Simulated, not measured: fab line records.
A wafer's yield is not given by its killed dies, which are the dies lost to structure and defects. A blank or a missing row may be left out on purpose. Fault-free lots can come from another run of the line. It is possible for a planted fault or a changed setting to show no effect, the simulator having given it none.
Matching of chambers    flow berkeley-cmos170    wet-bench-04 running UCB170_FIELD_WET_ETCH_05: 3 sister chambers
The step etches Si3N4 in H3PO4, time 12600 s. 20 wafers are shown with their chamber, then 10 later ones without.

== WAFERS PAIRED WITH THEIR CHAMBERS ==
wafer   chamber  run-length-s (s)
L435.4  0        12625
L435.5  0        12625
L435.6  0        12625
L436.2  2        12625
L436.3  2        12625
L436.6  2        12625
L437.2  3        12626
L437.3  3        12626
L437.6  3        12626
L438.2  0        12625
L438.3  0        12625
L438.5  0        12625
L440.1  3        12626
L440.2  3        12626
L440.3  3        12626
L443.1  0        12625
L443.2  0        12625
L443.3  0        12625
L444.1  3        12627
L444.3  3        12627

SIGNATURES, as means of the wafers listed above
reading       chamber 0  chamber 2  chamber 3  scatter within a chamber
run-length-s  12625.00   12625.00   12626.25   0.297
Rule: for each reading, subtract the chamber's mean from the wafer's reading, divide by that reading's scatter and square the result; add these up over the readings and take the root, which gives the wafer's distance from the chamber. The wafer belongs to the nearest chamber; if the next one is less than 2 further off, it can't be placed. The scatter is the square root of a quotient: the sum, over the shown wafers, of each reading's squared deviation from its chamber's mean, divided by wafers minus chambers.

== WAFERS WHOSE CHAMBER IS MISSING ==
wafer   run-length-s (s)
L444.5  12627
L450.1  12625
L450.4  12625
L450.6  12625
L456.2  12627
L456.4  12627
L456.5  12627
L457.3  12627
L457.5  12627
L457.6  12627

== WHICH CHAMBER EACH ONE RAN IN ==
wafer    from the rows above       in truth
L444.5   3                         3
L450.1   can't be placed: 0 or 2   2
L450.4   can't be placed: 0 or 2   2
L450.6   can't be placed: 0 or 2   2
L456.2   3                         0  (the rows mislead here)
L456.4   3                         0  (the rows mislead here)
L456.5   3                         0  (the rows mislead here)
L457.3   3                         3
L457.5   3                         3
L457.6   3                         3
Correctly placed: 4 of 10. From these rows, 3 cannot be placed; in 3 the true chamber is one of the candidates. 3 placed wrongly.
